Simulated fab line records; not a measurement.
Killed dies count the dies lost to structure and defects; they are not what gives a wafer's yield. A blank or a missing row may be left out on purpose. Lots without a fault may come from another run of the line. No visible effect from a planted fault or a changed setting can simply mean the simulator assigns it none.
The tool behind it: which one? | flow ritCmos | Sampling: 14 lots, 42 wafers, 6 of 202 route steps

## WHAT THE GAUGES SHOWED, per wafer
RIT_CONTACT_CD_MEAS_90: target cd 1000 nm.
lot  | measured     | on       | cdNm (nm)
L302 | day 3 05:56  | cdSem-01 | 1000.6 1001.3 999.8
L303 | day 3 09:22  | cdSem-01 | 998.9 998.8 998.2
L304 | day 3 22:24  | cdSem-01 | 997.6 995.8 996.2
L305 | day 4 04:47  | cdSem-01 | 996.7 995.7 1000.5
L306 | day 4 11:32  | cdSem-01 | 1001.4 1000.6 999.9
L307 | day 4 13:10  | cdSem-01 | 999.8 998.9 1000.3
L310 | day 5 02:49  | cdSem-02 | 995.0 999.4 997.6
L311 | day 5 17:38  | cdSem-01 | 1002.6 1001.1 1005.0
L317 | day 6 16:07  | cdSem-01 | 1001.9 999.5 999.5
L319 | day 7 00:14  | cdSem-01 | 996.8 996.3 997.7
L321 | day 7 08:14  | cdSem-02 | 997.8 997.9 998.1
L322 | day 7 14:41  | cdSem-01 | 1005.0 1003.7 1004.2
L325 | day 8 00:55  | cdSem-02 | 1001.9 998.6 1001.8
L324 | day 19 13:14 | cdSem-02 | 1000.2 1003.2 999.7

RIT_M1_RS_MEAS_01: the measuring method here is four-point-probe.
lot  | measured     | on           | M1_AL_RS (ohm/sq)
L302 | day 3 06:53  | filmMetro-04 | 0.0744 0.0728 0.0735
L303 | day 3 10:18  | filmMetro-04 | 0.0732 0.0746 0.0732
L304 | day 3 23:10  | filmMetro-04 | 0.0721 0.0718 0.0721
L305 | day 4 05:34  | filmMetro-01 | 0.0735 0.0736 0.0741
L306 | day 4 12:18  | filmMetro-01 | 0.0738 0.0751 0.0741
L307 | day 4 13:55  | filmMetro-04 | 0.0726 0.0739 0.0735
L310 | day 5 03:35  | filmMetro-01 | 0.0739 0.0676 0.0746 0.0740 0.0679 0.0748
L311 | day 5 18:36  | filmMetro-01 | 0.0728 0.0735 0.0674 0.0728 0.0737 0.0676
L317 | day 6 16:54  | filmMetro-04 | 0.0741 0.0737 0.0752
L319 | day 7 00:59  | filmMetro-03 | 0.0740 0.0744 0.0729
L321 | day 7 09:01  | filmMetro-04 | 0.0725 0.0725 0.0726
L322 | day 7 15:28  | filmMetro-04 | 0.0751 0.0737 0.0755
L325 | day 8 01:41  | filmMetro-03 | 0.0748 0.0755 0.0736
L324 | day 19 14:01 | filmMetro-04 | 0.0752 0.0737 0.0752

RIT_M1_THK_MEAS_02: measures by xrf.
lot  | measured     | on           | M1_AL_THK (nm)
L302 | day 3 07:00  | filmMetro-04 | 389 393 393
L303 | day 3 10:25  | filmMetro-04 | 394 388 395
L304 | day 3 23:17  | filmMetro-04 | 400 401 401
L305 | day 4 05:41  | filmMetro-01 | 389 389 390
L306 | day 4 12:25  | filmMetro-01 | 387 385 389
L307 | day 4 14:02  | filmMetro-04 | 397 391 394
L310 | day 5 11:11  | filmMetro-01 | 389 421 382 388 420 381
L311 | day 5 23:19  | filmMetro-01 | 393 389 421 391 385 422
L317 | day 6 17:01  | filmMetro-04 | 393 391 384
L319 | day 7 01:07  | filmMetro-03 | 394 391 397
L321 | day 7 09:08  | filmMetro-04 | 400 401 396
L322 | day 7 15:34  | filmMetro-04 | 386 393 384
L325 | day 8 01:48  | filmMetro-03 | 388 387 392
L324 | day 19 14:08 | filmMetro-04 | 385 392 384

## WHAT TOOL EACH LOT RAN ON (gives the tool, then ch and the chambers of the sampled wafers, and finally the start)
lot  | RIT_SDANNEAL_RTA_03             | RIT_SILICIDE_RTA_06             | RIT_M1_SPUTTER_00
L302 | rtpAnneal-01 ch 0, day 3 02:58  | rtpAnneal-01 ch 0, day 3 04:00  | pvdSputter-01, day 3 06:35
L303 | rtpAnneal-02 ch 0, day 3 06:25  | rtpAnneal-02 ch 0, day 3 07:25  | pvdSputter-02, day 3 10:01
L304 | rtpAnneal-01 ch 0, day 3 19:28  | rtpAnneal-01 ch 0, day 3 20:27  | pvdSputter-03, day 3 22:51
L305 | rtpAnneal-02 ch 0, day 4 01:48  | rtpAnneal-02 ch 0, day 4 02:47  | pvdSputter-02, day 4 05:16
L306 | rtpAnneal-01 ch 0, day 4 08:36  | rtpAnneal-01 ch 0, day 4 09:35  | pvdSputter-02, day 4 12:00
L307 | rtpAnneal-02 ch 0, day 4 10:10  | rtpAnneal-02 ch 0, day 4 11:09  | pvdSputter-03, day 4 13:38
L310 | rtpAnneal-01 ch 0, day 4 23:49  | rtpAnneal-01 ch 0, day 5 00:52  | pvdSputter-02, day 5 03:18
L311 | rtpAnneal-02 ch 0, day 5 14:41  | rtpAnneal-01 ch 0, day 5 15:41  | pvdSputter-02, day 5 18:18
L317 | rtpAnneal-02 ch 0, day 6 13:08  | rtpAnneal-02 ch 0, day 6 14:08  | pvdSputter-01, day 6 16:35
L319 | rtpAnneal-02 ch 0, day 6 21:17  | rtpAnneal-02 ch 0, day 6 22:17  | pvdSputter-03, day 7 00:42
L321 | rtpAnneal-02 ch 0, day 7 05:22  | rtpAnneal-02 ch 0, day 7 06:25  | pvdSputter-01, day 7 08:43
L322 | rtpAnneal-01 ch 0, day 7 11:37  | rtpAnneal-01 ch 0, day 7 12:40  | pvdSputter-01, day 7 15:07
L325 | rtpAnneal-01 ch 0, day 7 21:57  | rtpAnneal-01 ch 0, day 7 23:00  | pvdSputter-01, day 8 01:23
L324 | rtpAnneal-01 ch 0, day 19 09:56 | rtpAnneal-01 ch 0, day 19 10:56 | pvdSputter-02, day 19 13:43
- RIT_SDANNEAL_RTA_03: time 5 s.
- RIT_SILICIDE_RTA_06: time 10 s, ramp up 5 s, ramp down 10 s.
- RIT_M1_SPUTTER_00: material Al, target thk 400 nm, time 500 s.

## WHAT THE TOOLS THEMSELVES READ (means of the sampled wafers that have a number; where no wafer has one, the mark that the record gives instead)
RIT_SDANNEAL_RTA_03.
lot  | tool         | wafer_temp_C_max
L302 | rtpAnneal-01 | 1052.6
L303 | rtpAnneal-02 | 1053.3
L304 | rtpAnneal-01 | 1053.1
L305 | rtpAnneal-02 | 1053.8
L306 | rtpAnneal-01 | 1053.7
L307 | rtpAnneal-02 | 1053.1
L310 | rtpAnneal-01 | 1054.9
L311 | rtpAnneal-02 | 1053.8
L317 | rtpAnneal-02 | 1053.5
L319 | rtpAnneal-02 | 1053.0
L321 | rtpAnneal-02 | 1053.8
L322 | rtpAnneal-01 | 1053.3
L325 | rtpAnneal-01 | 1053.9
L324 | rtpAnneal-01 | 1053.6

RIT_SILICIDE_RTA_06.
lot  | tool         | wafer_temp_C_max
L302 | rtpAnneal-01 | 755.5
L303 | rtpAnneal-02 | 755.6
L304 | rtpAnneal-01 | 754.5
L305 | rtpAnneal-02 | 755.2
L306 | rtpAnneal-01 | 755.7
L307 | rtpAnneal-02 | 755.5
L310 | rtpAnneal-01 | 756.2
L311 | rtpAnneal-01 | 755.6
L317 | rtpAnneal-02 | 755.5
L319 | rtpAnneal-02 | 755.4
L321 | rtpAnneal-02 | 755.1
L322 | rtpAnneal-01 | 755.8
L325 | rtpAnneal-01 | 755.2
L324 | rtpAnneal-01 | 754.6

RIT_M1_SPUTTER_00.
lot  | tool          | cathodeDcPowerW (W) | chamberPressurePa (Pa) | throttleValvePct (%)
L302 | pvdSputter-01 | 2000.1              | 0.4003                 | 29.4
L303 | pvdSputter-02 | 2000.1              | 0.3998                 | 30.2
L304 | pvdSputter-03 | 2000.1              | 0.3995                 | 29.2
L305 | pvdSputter-02 | 2000.2              | 0.4002                 | 30.9
L306 | pvdSputter-02 | 2000.0              | 0.3996                 | 29.7
L307 | pvdSputter-03 | 2000.1              | 0.3991                 | 29.2
L310 | pvdSputter-02 | 2049.2              | 0.4011                 | 30.3
L311 | pvdSputter-02 | 2049.5              | 0.3994                 | 30.2
L317 | pvdSputter-01 | 1999.9              | 0.3999                 | 29.5
L319 | pvdSputter-03 | 2000.6              | 0.3997                 | 29.8
L321 | pvdSputter-01 | 2000.1              | 0.4004                 | 29.2
L322 | pvdSputter-01 | 1999.7              | 0.3996                 | 30.0
L325 | pvdSputter-01 | 1999.8              | 0.3991                 | 29.5
L324 | pvdSputter-02 | 2000.2              | 0.4004                 | 30.7

## THE ANSWER, worked out from the rows above alone
Rule: the usual values come from the lots themselves. The widest of any qualifying gaps counts: lots, ordered by their means at a reading, are off when they make up no more than a third of the lots, leave a main group of 4 or more, and stand apart from it by 3 or more times the standard deviation of that group's means. A main group is skipped when, at the precision printed for the reading in the tables above, its means are all equal. A lot without any number at a reading at which 4 lots or more have one is off too. All remaining lots with rows at the step are treated as sound. Order of review: gauges by route order, followed by the tools' own readings, for which a lot's mean as printed above is used. At the first step where some lot is off, the reading lying furthest off is the one used; lots without a number count as furthest.
Off: L310, L311 (RIT_M1_SPUTTER_00, cathodeDcPowerW). Mean 2000.1 W and standard deviation 0.22 in the main group.
A tool fits if, at that step or a process step before it, it ran every lot that is off, and no sound lot after the first of them. No candidate that was tried fits.

## WHAT HAD BEEN PUT IN BY THE SIMULATOR
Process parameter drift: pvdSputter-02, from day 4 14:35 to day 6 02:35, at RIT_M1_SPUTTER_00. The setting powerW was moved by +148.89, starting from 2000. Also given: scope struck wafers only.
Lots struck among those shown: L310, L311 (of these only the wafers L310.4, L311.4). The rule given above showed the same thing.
